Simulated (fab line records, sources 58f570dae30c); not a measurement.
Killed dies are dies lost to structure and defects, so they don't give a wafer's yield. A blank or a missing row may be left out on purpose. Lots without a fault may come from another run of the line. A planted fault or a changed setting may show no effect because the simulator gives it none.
Which tool did it? | flow berkeley_cmos170 | 15 lots, 45 wafers sampled, at 4 steps of a route of 331

WHAT THE GAUGES READ, wafer by wafer
UCB170_NSD_TW_MEAS_10.
lot  | measured     | on            | NSD_TW
L250 | day 8 02:35  | film_metro-03 | 4190 4195 4202
L252 | day 8 02:17  | film_metro-03 | 4215 4223 4217
L251 | day 8 02:17  | film_metro-02 | 4157 4128 4131
L253 | day 8 02:50  | film_metro-01 | 4192 4189 4213
L257 | day 9 19:34  | film_metro-01 | 4204 4199 4188
L258 | day 10 01:26 | film_metro-02 | 4140 4140 4143
L259 | day 10 01:50 | film_metro-03 | 4228 4217 4228
L260 | day 10 11:28 | film_metro-02 | 4120 4128 4154
L261 | day 10 11:11 | film_metro-01 | 4199 4215 4202
L262 | day 11 05:00 | film_metro-02 | 4167 4170 4165
L263 | day 11 04:43 | film_metro-01 | 4207 4172 4175
L268 | day 12 01:04 | film_metro-01 | 4220 4205 4217
L270 | day 12 18:03 | film_metro-01 | 4197 4189 4221
L271 | day 12 17:44 | film_metro-03 | 4189 4205 4206
L272 | day 12 18:08 | film_metro-03 | 4240 4225 4235

UCB170_CONTACT_CD_MEAS_90: target cd 700 nm.
lot  | measured     | on        | cd_nm (nm)
L250 | day 8 10:58  | cd_sem-02 | 699.3 699.5 701.1
L252 | day 8 10:35  | cd_sem-02 | 699.3 700.6 701.8
L251 | day 8 08:32  | cd_sem-02 | 699.2 699.1 698.1
L253 | day 8 11:18  | cd_sem-01 | 700.3 701.2 699.8
L257 | day 10 01:43 | cd_sem-02 | 700.5 697.5 700.6
L258 | day 10 09:43 | cd_sem-02 | 699.9 699.1 700.3
L259 | day 10 09:58 | cd_sem-01 | 700.2 701.7 699.2
L260 | day 10 17:31 | cd_sem-02 | 702.1 700.3 698.5
L261 | day 10 17:24 | cd_sem-01 | 698.3 694.6 697.4
L262 | day 11 17:11 | cd_sem-02 | 699.5 699.2 699.4
L263 | day 11 15:04 | cd_sem-01 | 701.2 698.4 700.0
L268 | day 12 13:26 | cd_sem-01 | 700.3 699.4 699.7
L270 | day 13 01:37 | cd_sem-01 | 700.4 701.9 699.3
L271 | day 13 00:31 | cd_sem-01 | 703.4 703.2 702.4
L272 | day 13 02:32 | cd_sem-02 | 699.5 700.3 699.8

UCB170_V1_BOW_MEAS_03.
lot  | measured     | on            | V1_BOW (um)
L250 | day 8 15:43  | film_metro-04 | 15 20 25
L252 | day 8 14:22  | film_metro-01 | 13 24 3
L251 | day 8 13:02  | film_metro-01 | 16 19 30
L253 | day 8 15:59  | film_metro-04 | 27 25 12
L257 | day 10 20:40 | film_metro-01 | 14 26 30
L258 | day 10 21:02 | film_metro-01 | 13 19 26
L259 | day 10 21:39 | film_metro-02 | 15 15 15
L260 | day 10 22:31 | film_metro-04 | 22 24 22
L261 | day 10 21:56 | film_metro-02 | 20 19 21
L262 | day 11 21:56 | film_metro-01 | 16 13 15
L263 | day 11 20:35 | film_metro-04 | 21 18 20
L268 | day 12 17:53 | film_metro-04 | 11 15 17
L270 | day 13 06:08 | film_metro-04 | 6 15 7
L271 | day 13 04:38 | film_metro-01 | 22 21 15
L272 | day 13 07:40 | film_metro-01 | 30 14 3

WHICH TOOL RAN EACH LOT (tool, then ch and the chambers of the sampled wafers, then the start)
lot  | UCB170_NWELL_CLEAN_17
L250 | wet_bench-04 ch 0, day 2 14:45
L252 | wet_bench-03 ch 2, day 2 21:49
L251 | wet_bench-04 ch 3, day 2 21:58
L253 | wet_bench-03 ch 3, day 3 05:53
L257 | wet_bench-02 ch 1, day 4 03:55
L258 | wet_bench-04 ch 2, day 4 04:19
L259 | wet_bench-03 ch 3, day 4 11:55
L260 | wet_bench-03 ch 1, day 4 18:50
L261 | wet_bench-03 ch 3, day 4 19:17
L262 | wet_bench-04 ch 0, day 5 03:09
L263 | wet_bench-03 ch 0, day 5 10:19
L268 | wet_bench-04 ch 2, day 6 17:38
L270 | wet_bench-02 ch 1, day 6 23:19
L271 | wet_bench-04 ch 2, day 7 02:17
L272 | wet_bench-04 ch 2, day 7 02:17
- UCB170_NWELL_CLEAN_17: cleans in SPM, time 600 s.

WHAT THE TOOLS THEMSELVES READ (means of the sampled wafers that have a number; where no wafer has one, the mark that the record gives instead)
UCB170_NWELL_CLEAN_17.
lot  | tool         | bath_guard_temp_C (C) | bath_heat_duty_pct (%)
L250 | wet_bench-04 | 119.5                 | 13.5
L252 | wet_bench-03 | 119.8                 | 12.8
L251 | wet_bench-04 | 120.5                 | 14.1
L253 | wet_bench-03 | 119.8                 | 13.1
L257 | wet_bench-02 | 120.6                 | 12.6
L258 | wet_bench-04 | 119.6                 | 12.6
L259 | wet_bench-03 | 120.0                 | 12.9
L260 | wet_bench-03 | 120.0                 | 11.7
L261 | wet_bench-03 | -                     | -
L262 | wet_bench-04 | -                     | -
L263 | wet_bench-03 | -                     | -
L268 | wet_bench-04 | 119.5                 | 12.0
L270 | wet_bench-02 | 120.8                 | 12.1
L271 | wet_bench-04 | 119.4                 | 12.4
L272 | wet_bench-04 | 119.5                 | 12.1

THE ANSWER, worked out from the rows above alone
Rule: what is usual is taken from the lots themselves. Put in order of their means at a reading, lots are off if they are a third of the lots or fewer, leave a main group of 4 or more, and stand apart from it by a gap of 3 or more times the standard deviation of the main group's means; of several such gaps the widest counts. A main group whose means are all the same, to the digits that the tables above print for the reading, isn't used. A lot without any number at a reading at which 4 lots or more have one is off too. The other lots that the step has rows for count as sound. The gauges are gone through in route order, then the tools' own readings, and for those a lot's mean is taken as printed above. The first step at which some lot is off is used, and at that step the reading that is off furthest; a lot without a number counts as furthest.
Off: L261, L262, L263, at UCB170_NWELL_CLEAN_17 (bath_guard_temp_C). Without a number there: L261, L262, L263. The main group: mean 119.9 C, standard deviation 0.46.
A tool fits if, at that step or a process step before it, it ran every lot that is off, and no sound lot after the first of them. None of those tried fits.

WHAT THE SIMULATOR HAD PUT IN
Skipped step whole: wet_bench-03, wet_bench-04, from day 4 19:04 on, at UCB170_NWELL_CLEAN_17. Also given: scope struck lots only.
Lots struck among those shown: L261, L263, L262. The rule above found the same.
